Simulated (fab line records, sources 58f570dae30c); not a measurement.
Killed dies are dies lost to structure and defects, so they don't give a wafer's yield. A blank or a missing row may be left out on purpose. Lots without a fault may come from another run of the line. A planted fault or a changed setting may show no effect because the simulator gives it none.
Which tool did it? | flow berkeley_cmos170 | 15 lots, 45 wafers sampled, at 3 steps of a route of 331

WHAT THE GAUGES READ, wafer by wafer
UCB170_ACTIVE_CD_MEAS_90: target cd 1200 nm.
lot  | measured    | on        | cd_nm (nm)
L424 | day 5 00:12 | cd_sem-02 | 1200.0 1197.7 1196.8
L425 | day 5 06:25 | cd_sem-01 | 1198.4 1197.0 1198.7
L427 | day 5 06:11 | cd_sem-01 | 1199.1 1199.6 1199.3
L426 | day 5 05:53 | cd_sem-01 | 1200.3 1200.3 1199.5
L428 | day 5 20:23 | cd_sem-02 | 1198.7 1197.3 1196.4
L429 | day 5 20:37 | cd_sem-01 | 1197.1 1197.7 1198.1
L431 | day 6 11:55 | cd_sem-01 | 1199.3 1200.7 1200.5
L432 | day 6 12:07 | cd_sem-02 | 1201.8 1201.2 1201.1
L433 | day 7 17:36 | cd_sem-02 | 1201.9 1203.8 1201.9
L435 | day 7 00:47 | cd_sem-02 | 1202.9 1200.8 1200.8
L438 | day 7 23:55 | cd_sem-01 | 1199.0 1200.1 1201.3
L437 | day 7 16:40 | cd_sem-01 | 1200.2 1200.4 1199.2
L440 | day 8 05:50 | cd_sem-01 | 1199.4 1198.9 1198.9
L441 | day 8 05:49 | cd_sem-02 | 1198.3 1199.5 1198.6
L446 | day 9 05:47 | cd_sem-01 | 1200.9 1202.0 1202.8

UCB170_PFIELD_OVL_MEAS_06.
lot  | measured    | on         | PFIELD_OVL (nm)
L424 | day 5 04:04 | overlay-02 | -4 4 -1
L425 | day 5 07:55 | overlay-02 | -10 -8 -7
L427 | day 5 07:37 | overlay-01 | 0 6 -5
L426 | day 5 07:28 | overlay-01 | 1 -6 7
L428 | day 5 23:25 | overlay-01 | -8 -2 -3
L429 | day 6 00:16 | overlay-01 | 5 -3 1
L431 | day 6 13:41 | overlay-01 | 11 13 10
L432 | day 6 14:24 | overlay-01 | -5 -2 -7
L433 | day 7 21:34 | overlay-01 | -16 -9 -11
L435 | day 7 02:20 | overlay-01 | 11 5 9
L438 | day 8 02:16 | overlay-01 | 5 -4 5
L437 | day 7 21:31 | overlay-02 | 0 3 8
L440 | day 8 08:08 | overlay-01 | 4 11 4
L441 | day 8 08:41 | overlay-01 | -4 -6 -7
L446 | day 9 07:04 | overlay-01 | -7 1 -5

WHICH TOOL RAN EACH LOT (tool, then ch and the chambers of the sampled wafers, then the start)
lot  | UCB170_ZERO_ETCH_06
L424 | rie_diel-02 ch 2,3, day 1 23:55
L425 | rie_diel-01 ch 0,1,2, day 2 00:10
L427 | rie_diel-04 ch 0,2,3, day 2 08:41
L426 | rie_diel-02 ch 0,1,2, day 2 08:55
L428 | rie_diel-04 ch 1,2, day 2 18:18
L429 | rie_diel-01 ch 0,2,3, day 3 00:18
L431 | rie_diel-02 ch 0,2,3, day 3 06:38
L432 | rie_diel-02 ch 0,2,3, day 3 17:07
L433 | rie_diel-04 ch 0,2,3, day 4 00:19
L435 | rie_diel-04 ch 1,2, day 4 05:31
L438 | rie_diel-01 ch 1,2,3, day 4 18:55
L437 | rie_diel-02 ch 2,3, day 4 19:07
L440 | rie_diel-02 ch 0,3, day 5 04:20
L441 | rie_diel-02 ch 0,1,3, day 5 11:03
L446 | rie_diel-04 ch 0,1,3, day 6 10:57
- UCB170_ZERO_ETCH_06: etches SiO2 in CHF3/CF4/Ar, time 12 s.

WHAT THE TOOLS THEMSELVES READ (means of the sampled wafers that have a number; where no wafer has one, the mark that the record gives instead)
UCB170_ZERO_ETCH_06.
lot  | tool        | drypump_motor_current_A (A) | oes_product_au (a.u.) | rf_fwd_power_W (W) | throttle_valve_pct (%)
L424 | rie_diel-02 | 5.4                         | 0.630                 | 490                | 9.17
L425 | rie_diel-01 | 5.4                         | 0.623                 | 493                | 9.23
L427 | rie_diel-04 | 5.9                         | 0.626                 | 491                | 9.20
L426 | rie_diel-02 | 5.6                         | 0.624                 | 488                | 9.24
L428 | rie_diel-04 | 5.9                         | 0.632                 | 492                | 9.20
L429 | rie_diel-01 | 5.6                         | 0.621                 | 493                | 9.18
L431 | rie_diel-02 | 5.6                         | 0.630                 | 489                | 9.18
L432 | rie_diel-02 | 5.6                         | 0.627                 | 487                | 9.17
L433 | rie_diel-04 | 6.0                         | 0.627                 | 490                | 9.20
L435 | rie_diel-04 | 5.9                         | 0.634                 | 492                | 9.20
L438 | rie_diel-01 | 5.5                         | 0.621                 | 491                | 9.27
L437 | rie_diel-02 | 5.1                         | 0.632                 | 490                | 9.12
L440 | rie_diel-02 | 6.0                         | 0.633                 | 490                | 9.21
L441 | rie_diel-02 | 5.9                         | 0.629                 | 489                | 9.28
L446 | rie_diel-04 | 6.0                         | 0.627                 | 492                | 9.19

THE ANSWER, worked out from the rows above alone
Rule: what is usual is taken from the lots themselves. Put in order of their means at a reading, lots are off if they are a third of the lots or fewer, leave a main group of 4 or more, and stand apart from it by a gap of 3 or more times the standard deviation of the main group's means; of several such gaps the widest counts. A main group whose means are all the same, to the digits that the tables above print for the reading, isn't used. A lot without any number at a reading at which 4 lots or more have one is off too. The other lots that the step has rows for count as sound. The gauges are gone through in route order, then the tools' own readings, and for those a lot's mean is taken as printed above. The first step at which some lot is off is used, and at that step the reading that is off furthest; a lot without a number counts as furthest.
No lot is off at any reading shown: from this, nothing can be told.

WHAT THE SIMULATOR HAD PUT IN
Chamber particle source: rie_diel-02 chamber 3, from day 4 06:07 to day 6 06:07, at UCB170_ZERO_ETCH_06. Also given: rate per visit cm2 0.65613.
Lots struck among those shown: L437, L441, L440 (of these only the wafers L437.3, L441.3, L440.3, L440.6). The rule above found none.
